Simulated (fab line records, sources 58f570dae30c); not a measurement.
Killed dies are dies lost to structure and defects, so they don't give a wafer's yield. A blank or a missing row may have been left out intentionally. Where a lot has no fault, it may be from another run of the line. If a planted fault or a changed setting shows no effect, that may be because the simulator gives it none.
What tool caused it? ; flow berkeley cmos170 ; 21 wafers from 7 lots sampled at 3 of the route's 331 steps

## WHAT THE GAUGES READ, wafer by wafer
UCB170_M2_CD_MEAS_90 targets a cd of 700 nm.
lot;measured;on;cd nm (nm)
L199;day 9 19:13;cd sem-02;698 698 699
L201;day 9 21:53;cd sem-01;706 708 699
L202;day 10 05:38;cd sem-02;712 702 703
L204;day 10 20:23;cd sem-01;706 704 696
L209;day 11 12:29;cd sem-01;697 698 702
L215;day 13 01:55;cd sem-01;681 686 678
L217;day 13 13:56;cd sem-01;706 699 705

## WHICH TOOL RAN EACH LOT (tool, then ch and the chambers of the sampled wafers, then the start)
lot;UCB170_M2_METAL_ETCH_18;UCB170_M2_STRIP_19
L199;rie metal-01 ch 0, day 9 18:56;plasma asher-01 ch 0,1, day 9 19:07
L201;rie metal-01 ch 0,1, day 9 21:35;plasma asher-03 ch 0,1, day 9 21:46
L202;rie metal-01 ch 0,1, day 10 05:19;plasma asher-03 ch 1, day 10 05:31
L204;rie metal-01 ch 0,1, day 10 20:05;plasma asher-01 ch 0,1, day 10 20:17
L209;rie metal-04 ch 0,1, day 11 12:10;plasma asher-04 ch 0,1, day 11 12:22
L215;rie metal-01 ch 0,1, day 13 01:34;plasma asher-01 ch 0,1, day 13 01:49
L217;rie metal-03 ch 0,1, day 13 13:39;plasma asher-03 ch 0,1, day 13 13:50
- UCB170_M2_METAL_ETCH_18: etches Al in Cl2/BCl3, stops on SiO2, target depth 1170 nm, time 195 s.
- UCB170_M2_STRIP_19: strips in O2.

## THE ANSWER, worked out from the rows above alone
Rule: the usual values come from the lots themselves. Put in order of their means at a reading, lots are off if they are a third of the lots or fewer, leave a main group of 4 or more, and stand apart from it by a gap of 3 or more times the standard deviation of the main group's means; of several such gaps the widest counts. A main group whose means are all the same, to the digits that the tables above print for the reading, isn't used. Also off: a lot with no number at a reading for which 4 or more lots have one. The other lots that the step has rows for count as sound.
Off, at UCB170_M2_CD_MEAS_90 on cd nm: L215. For the main group the mean is 702 nm and the standard deviation 2.7.
A tool fits if, at a process step before that reading, it ran every lot that is off, and no sound lot after the first of them. The gauges at UCB170_M2_CD_MEAS_90 are tried like those tools. 2 tools fit, rie metal-01 at UCB170_M2_METAL_ETCH_18 and plasma asher-01 at UCB170_M2_STRIP_19, so this cannot tell which one it is.

## WHAT THE SIMULATOR HAD INSERTED
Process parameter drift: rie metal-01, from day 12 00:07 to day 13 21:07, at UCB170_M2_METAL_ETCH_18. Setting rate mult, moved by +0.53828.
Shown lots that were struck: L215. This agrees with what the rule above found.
